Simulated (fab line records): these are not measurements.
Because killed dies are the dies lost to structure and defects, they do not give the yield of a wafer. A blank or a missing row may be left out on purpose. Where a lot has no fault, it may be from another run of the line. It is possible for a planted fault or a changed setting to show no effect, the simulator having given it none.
What tool caused it? :: flow berkeleyCmos170 :: 7 lots, 21 wafers sampled, at 5 steps of a route of 331

## WHAT EACH GAUGE READ, for each wafer
UCB170_CONTACT_CD_MEAS_90: the cd target is 700 nm.
lot: L927
measured: day 7 07:00
on: cdSem-01
cdNm (nm): 699.5 703.3 700.7

lot: L930
measured: day 8 00:22
on: cdSem-02
cdNm (nm): 700.4 700.8 701.9

lot: L932
measured: day 8 17:32
on: cdSem-01
cdNm (nm): 698.7 699.5 700.8

lot: L934
measured: day 9 03:53
on: cdSem-02
cdNm (nm): 700.8 699.7 700.4

lot: L941
measured: day 10 09:50
on: cdSem-01
cdNm (nm): 700.2 702.2 701.4

lot: L942
measured: day 10 12:50
on: cdSem-01
cdNm (nm): - - -

lot: L948
measured: day 12 04:13
on: cdSem-01
cdNm (nm): 698.3 698.3 697.0

## WHICH TOOL RAN EACH LOT (tool, then ch and the chambers of the sampled wafers, then the start)
lot: L927
UCB170_SPACER_CVD_00: pecvd-04 ch 1,2, day 6 16:25
UCB170_SDANNEAL_RTA_01: rtpAnneal-01 ch 0, day 7 01:47
UCB170_CONTACT_ETCH_17: rieDiel-02 ch 0,2,3, day 7 06:41
UCB170_CONTACT_ETCH_18: rieDiel-02 ch 0,2,3, day 7 07:00 or earlier

lot: L930
UCB170_SPACER_CVD_00: pecvd-04 ch 0,2, day 7 07:35
UCB170_SDANNEAL_RTA_01: rtpAnneal-02 ch 0, day 7 18:09
UCB170_CONTACT_ETCH_17: rieDiel-01 ch 1,3, day 8 00:06
UCB170_CONTACT_ETCH_18: rieDiel-01 ch 1,3, day 8 00:22 or earlier

lot: L932
UCB170_SPACER_CVD_00: pecvd-01 ch 0,1,2, day 8 03:35
UCB170_SDANNEAL_RTA_01: rtpAnneal-02 ch 0, day 8 12:32
UCB170_CONTACT_ETCH_17: rieDiel-01 ch 0,3, day 8 17:15
UCB170_CONTACT_ETCH_18: rieDiel-01 ch 0,3, day 8 17:32 or earlier

lot: L934
UCB170_SPACER_CVD_00: pecvd-03 ch 0,1, day 8 13:17
UCB170_SDANNEAL_RTA_01: rtpAnneal-02 ch 0, day 8 22:43
UCB170_CONTACT_ETCH_17: rieDiel-01 ch 0,2,3, day 9 03:37
UCB170_CONTACT_ETCH_18: rieDiel-01 ch 0,2,3, day 9 03:53 or earlier

lot: L941
UCB170_SPACER_CVD_00: pecvd-04 ch 0,1, day 9 17:21
UCB170_SDANNEAL_RTA_01: rtpAnneal-01 ch 0, day 10 04:43
UCB170_CONTACT_ETCH_17: rieDiel-01 ch 2,3, day 10 09:33
UCB170_CONTACT_ETCH_18: rieDiel-01 ch 2,3, day 10 09:50 or earlier

lot: L942
UCB170_SPACER_CVD_00: pecvd-04 ch 0,2, day 9 21:55
UCB170_SDANNEAL_RTA_01: rtpAnneal-01 ch 0, day 10 05:37
UCB170_CONTACT_ETCH_17: rieDiel-02 ch 1,2,3, day 10 12:34
UCB170_CONTACT_ETCH_18: rieDiel-02 ch 1,2,3, day 10 12:50 or earlier

lot: L948
UCB170_SPACER_CVD_00: pecvd-03 ch 0,1, day 11 10:13
UCB170_SDANNEAL_RTA_01: rtpAnneal-01 ch 0, day 11 22:22
UCB170_CONTACT_ETCH_17: rieDiel-01 ch 0,2, day 12 03:56
UCB170_CONTACT_ETCH_18: rieDiel-01 ch 0,2, day 12 04:13 or earlier
- UCB170_SPACER_CVD_00: deposits SiO2 from TEOS/O2, target thk 376 nm, time 47 s.
- UCB170_SDANNEAL_RTA_01: time 5 s.
- UCB170_CONTACT_ETCH_17: etches BARC in N2/H2.
- UCB170_CONTACT_ETCH_18: etches PSG in CHF3/CF4/Ar, stops on TiSi2, target depth 840 nm, time 195 s.

## THE ANSWER, worked out from the rows above alone
Rule: usual is defined by the lots themselves. Put in order of their means at a reading, lots are off if they are a third of the lots or fewer, leave a main group of 4 or more, and stand apart from it by a gap of 3 or more times the standard deviation of the main group's means; of several such gaps the widest counts. Not used: any main group whose means are identical at the precision the tables above print for the reading. Also off: a lot with no number at a reading for which 4 or more lots have one. The other lots that the step has rows for count as sound.
Off: L942, at UCB170_CONTACT_CD_MEAS_90 (cdNm). Without a number there: L942. The main group has a mean of 700.2 nm with a standard deviation of 1.2.
If a tool, at a process step before that reading, ran all the lots that are off and no sound lot after the first of them, it fits. The gauges at UCB170_CONTACT_CD_MEAS_90 are tried like those tools. With no start given for some of its lots, UCB170_CONTACT_ETCH_18 uses the hours and lot order of UCB170_CONTACT_CD_MEAS_90. Can't be told from this: 2 tools fit, pecvd-04 at UCB170_SPACER_CVD_00, rieDiel-02 at UCB170_CONTACT_ETCH_17 and UCB170_CONTACT_ETCH_18.

## WHAT THE SIMULATOR HAD INSERTED
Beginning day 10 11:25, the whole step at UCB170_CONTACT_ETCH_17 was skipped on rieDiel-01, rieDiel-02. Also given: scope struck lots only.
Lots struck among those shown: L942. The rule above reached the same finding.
